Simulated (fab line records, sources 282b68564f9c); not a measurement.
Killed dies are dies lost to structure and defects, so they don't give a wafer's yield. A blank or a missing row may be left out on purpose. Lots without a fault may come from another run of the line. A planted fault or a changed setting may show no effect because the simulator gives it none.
A struck lot beside a sound one | flow rit_cmos | 18 steps out of a route of 202
Sound: wafers L326.3, L326.5, L326.6. Struck: wafers L335.1, L335.6. (L335.2 of the same lot was not struck and is left out.) The cause comes at the end.
At each step with rows: each side's tool, then ch and its chambers, then its first start. Under that, the readings that differ: sound wafers | struck wafers | difference of the means | sigmas: that difference in standard deviations of wafers without a fault.
alike: readings whose means differ by less than 2 such deviations, and words and numbers that are the same on both sides. not compared: withheld readings, readings that some wafer has no value for, bounds like >300 that may hide the same value, and numbers for which the record gives no deviation and whose values overlap.
The two part at a step that has a row with sigmas, a row that says differs or no value, or rows on one side only. Numbers that don't overlap but have no deviation are shown without sigmas and don't part them. A reading that every wafer of one side lacks parts them only if that side has two wafers or more.

RIT_M1_SPUTTER_00: material Al, target thk 400 nm, time 491.7 s.
  sound on pvd_sputter-02, day 3 20:36; struck on pvd_sputter-04, day 5 19:58
  alike: cathode_dc_power_W, chamber_pressure_pa, throttle_valve_pct
RIT_M1_RS_MEAS_01: measures by four-point-probe.
  sound on film_metro-04, day 3 20:56; struck on film_metro-04, day 5 20:16
  alike: M1_AL_RS
RIT_M1_THK_MEAS_02: measures by xrf.
  sound on film_metro-04, day 3 21:02; struck on film_metro-04, day 5 20:23
  alike: M1_AL_THK
then, 6 steps without rows for these wafers: RIT_M1_HMDS_03 (prime time 60 s); RIT_M1_COAT_04 (resist thk 1300 nm); RIT_M1_SOFTBAKE_05 (time 60 s); RIT_M1_EXPOSE_06 (exposes mask M12, target cd 2600 nm); RIT_M1_PEB_07; RIT_M1_DEVELOP_08 (develop time 68 s).
RIT_M1_CD_MEAS_09: target cd 2600 nm.
  sound on cd_sem-02, day 3 22:02; struck on cd_sem-02, day 5 21:19
  alike: cd_nm
RIT_M1_OVL_MEAS_10:
  sound on overlay-01, day 3 22:07; struck on overlay-02, day 5 21:26
  alike: M1_OVL
then, 1 step without rows for these wafers: RIT_M1_HARDBAKE_11 (time 120 s).
RIT_M1_METAL_ETCH_12: etches Al in Cl2/BCl3, stops on SiO2, time 165 s, target depth 600 nm.
  sound on rie_metal-03 ch 0,1, day 3 22:37; struck on rie_metal-03 ch 1, day 5 21:44
  reading                                 | sound             | struck      | difference | sigmas
  oes_product_au (a.u.)                   | 0.777 0.787 0.781 | 0.984 0.985 | +0.203     | +22
  run_length_s (s)                        | 192.2 192.3 193.6 | 126.4 126.3 | -66.3      | -99 or more
  model.NOVOLAK_of_M1_COAT_04.thk_nm (nm) | 811.8 817.2 812.6 | 944.2 943.3 | +129.9     |
  model.M1.feature_depth_nm (nm)          | 429.5 428.3 429.1 | 349.2 349.1 | -79.8      |
  model.etch.depth_nm (nm)                | 398.4 397 397.6   | 349.2 349.1 | -48.5      |
  alike: chamber_pressure_mTorr, drypump_motor_current_A, mfc_cl2_sccm, throttle_valve_pct
  not compared: rf_hours_counter_h
then, 1 step without rows for these wafers: RIT_M1_STRIP_13 (strips in nmp, time 600 s).
RIT_M1_STRIP_14: strips in O2, time 180 s.
  sound on plasma_asher-04 ch 0,1, day 3 22:57; struck on plasma_asher-04 ch 0,1, day 5 22:05
  alike: chamber_pressure_mTorr, drypump_motor_current_A
  not compared: rf_hours_counter_h
RIT_M1_CD_MEAS_90: target cd 2600 nm.
  sound on cd_sem-02, day 3 23:07; struck on cd_sem-02, day 5 22:15
  reading    | sound                | struck        | difference | sigmas
  cd_nm (nm) | 2605.6 2603.2 2603.2 | 2610.3 2613.6 | +7.9       | +3
then, 1 step without rows for these wafers: RIT_M1_ANNEAL_15 (time 1800 s).
RIT_M1_PROBE_99:
  sound on prober-01, day 4 00:55; struck on prober-02, day 5 23:59
  reading                  | sound          | struck    | difference | sigmas
  defect_limited_yield (%) | 97.0 97.7 98.9 | 0 0       | -98        | -82
  killed_at_M0_to_M3       | 0 0 0          | 258 259   | +258       | +99 or more
  killed_at_contacts       | 0 0 0          | 0 1       | +0         | +2
  killed_dies              | 8 6 3          | 264 264   | +258       | +81
  killed_on_rim            | 6 3 2          | 70 70     | +66        | +44
  sort_bin_5_function (%)  | 1.5 1.9 0.8    | 98.9 99.2 | +97.7      | +99 or more
  sort_n_pass              | 256 258 261    | 0 0       | -258       | -81
  sort_yield_pct (%)       | 97.0 97.7 98.9 | 0 0       | -98        | -82
  alike: killed_at_front_end, killed_open, killed_short, sort_bin_3_pad_short, sort_bin_6_memory

WHERE THEY PART
First at RIT_M1_METAL_ETCH_12; last, within this record, at RIT_M1_PROBE_99.

WHY: what the simulator had put in
Process parameter drift: rie_metal-03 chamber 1, from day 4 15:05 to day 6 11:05, at RIT_M1_METAL_ETCH_12. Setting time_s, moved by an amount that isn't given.
